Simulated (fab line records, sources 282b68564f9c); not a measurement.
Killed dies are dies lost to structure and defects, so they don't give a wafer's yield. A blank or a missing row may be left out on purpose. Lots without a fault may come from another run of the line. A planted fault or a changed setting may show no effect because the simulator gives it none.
Tool commonality check | flow rit_cmos | 14 lots, 42 wafers sampled

WHY IT WAS OPENED
At RIT_WELLDRIVE_RS_MEAS_01 the reading NWELL_RS is flagged on 2 of 14 lots. Wafers without a fault read 275.5 ohm/sq, standard deviation 0.92.
Rule: a lot is flagged when every wafer of it that has a number lies more than 4 standard deviations from that mean, or none has a number. The other lots count as sound.

lot  | measured    | on            | NWELL_RS (ohm/sq), wafer by wafer | flag
L845 | day 2 05:05 | film_metro-03 | 275.9 275.8 275.8                 |
L846 | day 2 11:06 | film_metro-03 | 275.5 275.3 276.4                 |
L847 | day 2 19:25 | film_metro-03 | 274.3 274.9 274.5                 |
L848 | day 2 23:25 | film_metro-04 | 275.2 274.3 274.3                 |
L849 | day 3 01:04 | film_metro-03 | 277.0 276.9 277.5                 |
L850 | day 3 07:35 | film_metro-04 | 276.4 276.0 275.1                 |
L852 | day 3 20:28 | film_metro-04 | 274.5 276.0 276.0                 |
L853 | day 4 01:35 | film_metro-01 | 276.1 276.3 276.6                 |
L854 | day 4 06:27 | film_metro-04 | 275.5 275.5 275.6                 |
L856 | day 4 14:53 | film_metro-04 | 276.6 276.1 276.2                 |
L858 | day 5 00:23 | film_metro-03 | 274.9 275.3 276.1                 |
L862 | day 5 19:17 | film_metro-03 | 258.6 258.8 258.5                 | FLAGGED
L864 | day 6 04:49 | film_metro-03 | 258.0 257.6 258.5                 | FLAGGED
L868 | day 7 03:32 | film_metro-04 | 275.9 275.0 275.1                 |
The numbers of the flagged lots are 258.3 ohm/sq on average: -17.2 ohm/sq against the usual, or -19 standard deviations.

WHICH TOOL RAN EACH LOT
The record holds 1 process step before the reading, out of a route of 202 steps. In each cell: the tool, then ch and the chambers that the sampled wafers went through, then the start.
lot  | flag    | RIT_NWELL_IMPLANT_08
L845 |         | implanter-04 ch 0, day 1 22:04
L846 |         | implanter-04 ch 0, day 2 02:06
L847 |         | implanter-02 ch 0, day 2 11:50
L848 |         | implanter-04 ch 0, day 2 14:26
L849 |         | implanter-04 ch 0, day 2 17:55
L850 |         | implanter-04 ch 0, day 3 00:34
L852 |         | implanter-01 ch 0, day 3 11:08
L853 |         | implanter-01 ch 0, day 3 17:38
L854 |         | implanter-02 ch 0, day 3 20:41
L856 |         | implanter-01 ch 0, day 4 07:45
L858 |         | implanter-02 ch 0, day 4 16:11
L862 | FLAGGED | implanter-04 ch 0, day 5 11:42
L864 | FLAGGED | implanter-04 ch 0, day 5 21:17
L868 |         | implanter-01 ch 0, day 6 19:37
What these steps do:
- RIT_NWELL_IMPLANT_08
- RIT_WELLDRIVE_RS_MEAS_01: measures by four-point-probe.

FLAGGED OVER TOTAL, TOOL BY TOOL (the gauges that took the reading come last)
step                     | tool          | lots run | flagged | share of the flagged lots | sound lots run after its first flagged lot
RIT_NWELL_IMPLANT_08     | implanter-01  | 4        | 0       | none                      | -
RIT_NWELL_IMPLANT_08     | implanter-02  | 3        | 0       | none                      | -
RIT_NWELL_IMPLANT_08     | implanter-04  | 7        | 2       | all                       | 0
RIT_WELLDRIVE_RS_MEAS_01 | film_metro-01 | 1        | 0       | none                      | -
RIT_WELLDRIVE_RS_MEAS_01 | film_metro-03 | 7        | 2       | all                       | 0
RIT_WELLDRIVE_RS_MEAS_01 | film_metro-04 | 6        | 0       | none                      | -

WHAT THE TABLE ALLOWS
2 rows of the table ran every flagged lot: implanter-04 at RIT_NWELL_IMPLANT_08, film_metro-03 at RIT_WELLDRIVE_RS_MEAS_01.
- implanter-04 at RIT_NWELL_IMPLANT_08: 2 of its 7 lots flagged. Its last sound lot is L850 (day 3 00:34), its first flagged lot L862 (day 5 11:42): a fault that began between those two fits. Its own readings lie more than 4 standard deviations out on every wafer of the flagged lots: end_station_pressure_torr.
- film_metro-03 at RIT_WELLDRIVE_RS_MEAS_01: 2 of its 7 lots flagged. Its last sound lot is L858 (day 5 00:23), its first flagged lot L862 (day 5 19:17): a fault that began between those two fits.
Counting lots can't tell these 2 tools apart, because each fits a fault that began at some hour. More lots, or a look at what each step does to the wafer, might.

WHAT THE SIMULATOR HAD PUT IN
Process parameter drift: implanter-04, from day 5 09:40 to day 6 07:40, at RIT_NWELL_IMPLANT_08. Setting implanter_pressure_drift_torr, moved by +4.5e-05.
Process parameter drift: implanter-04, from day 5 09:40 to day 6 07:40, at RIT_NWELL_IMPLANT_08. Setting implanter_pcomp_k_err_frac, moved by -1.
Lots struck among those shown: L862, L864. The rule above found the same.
